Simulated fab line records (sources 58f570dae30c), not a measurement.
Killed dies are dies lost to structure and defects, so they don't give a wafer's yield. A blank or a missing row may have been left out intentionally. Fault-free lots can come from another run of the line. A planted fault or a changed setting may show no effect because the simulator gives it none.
Code-filled problem report in 8D (eight disciplines) form / flow berkeley_cmos170 / the parts of the form that need people (team, actions taken, sign-off) are left out

1. WHAT WENT WRONG
heater_power_total_W at UCB170_M1_SOFTBAKE_05 reads a mean of 57.28 W on 6 wafers of 2 lots; wafers without a fault read 56.80 W with a standard deviation of 0.043. Measured from the usual mean, that is +11 standard deviations.
The step: time 60 s.
Seen first at day 10 20:00 on litho_track-02, wafer L988.1. The record holds 42 wafers of 14 lots with a number at this step. By rule, "out" or "out of limits" means more than 4 standard deviations away from the usual mean. Any other wafer with a number is counted as sound.

2. WHAT IT IS AND WHAT IT IS NOT
question=which readings at this step | is=heater_power_total_W | is not=resist_line_temp_C
question=which lots | is=L988, L993 | is not=L974, L976, L978, L979, L980, L981, L982, L983, L984, L989, L990, L992
question=which wafers of those lots | is=all that have a number | is not=-
question=read on which tools | is=litho_track-02 | is not=litho_track-03, litho_track-04
question=when | is=from day 10 20:00 | is not=up to then (33 sound wafers); but 3 sound wafers of L992 came after

3. WHAT RULES OUT EACH SUSPECT
Counting: a tool at any process step up to the reading remains a suspect when it ran all the lots that are out and ran no sound lot after the first of those.
- litho_track-02 at UCB170_M1_SOFTBAKE_05 (time 60 s): kept. All lots that are out passed through it, beginning with L988 at day 10 20:00, and no sound lot followed; its final sound lot before that point was L980 at day 8 14:00. Its own readings are out on those wafers: heater_power_total_W.
Left after counting: litho_track-02 at UCB170_M1_SOFTBAKE_05.

4. THE CAUSE (what the simulator had put in)
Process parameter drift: litho_track-02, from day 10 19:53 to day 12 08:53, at UCB170_M1_SOFTBAKE_05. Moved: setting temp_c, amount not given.
After counting, this tool was the only one left.

5. THE CHAIN OF EFFECTS, in route order
Each row: a reading where the mean over the struck wafers with a number is more than 3 standard deviations away from the usual. Readings are gone through only where the record gives a usual standard deviation; hours: the median, over the lots, of the time from a lot's start at the first step in this table giving one to that lot's start at this step; sigmas: the change measured in usual standard deviations.
hours=0; step=UCB170_M1_SOFTBAKE_05; reading=heater_power_total_W; usual=56.80 W; on struck wafers=57.28; change=+0.48; sigmas=+11
hours=0; step=UCB170_M1_SOFTBAKE_05; reading=plate_temp_C; usual=130.02 C; on struck wafers=130.76; change=+0.74; sigmas=+4.6
Process steps it contains:
- UCB170_M1_SOFTBAKE_05: time 60 s.
Later measuring or inspecting steps at which every struck wafer that the step has a row for has a number for every such reading, and none has moved that far: UCB170_M1_CD_MEAS_09.

6. HOW IT WOULD HAVE BEEN CAUGHT EARLIER
The fault began at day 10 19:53; the first out-of-limits reading in this record came at day 10 20:00, 0 hours later.
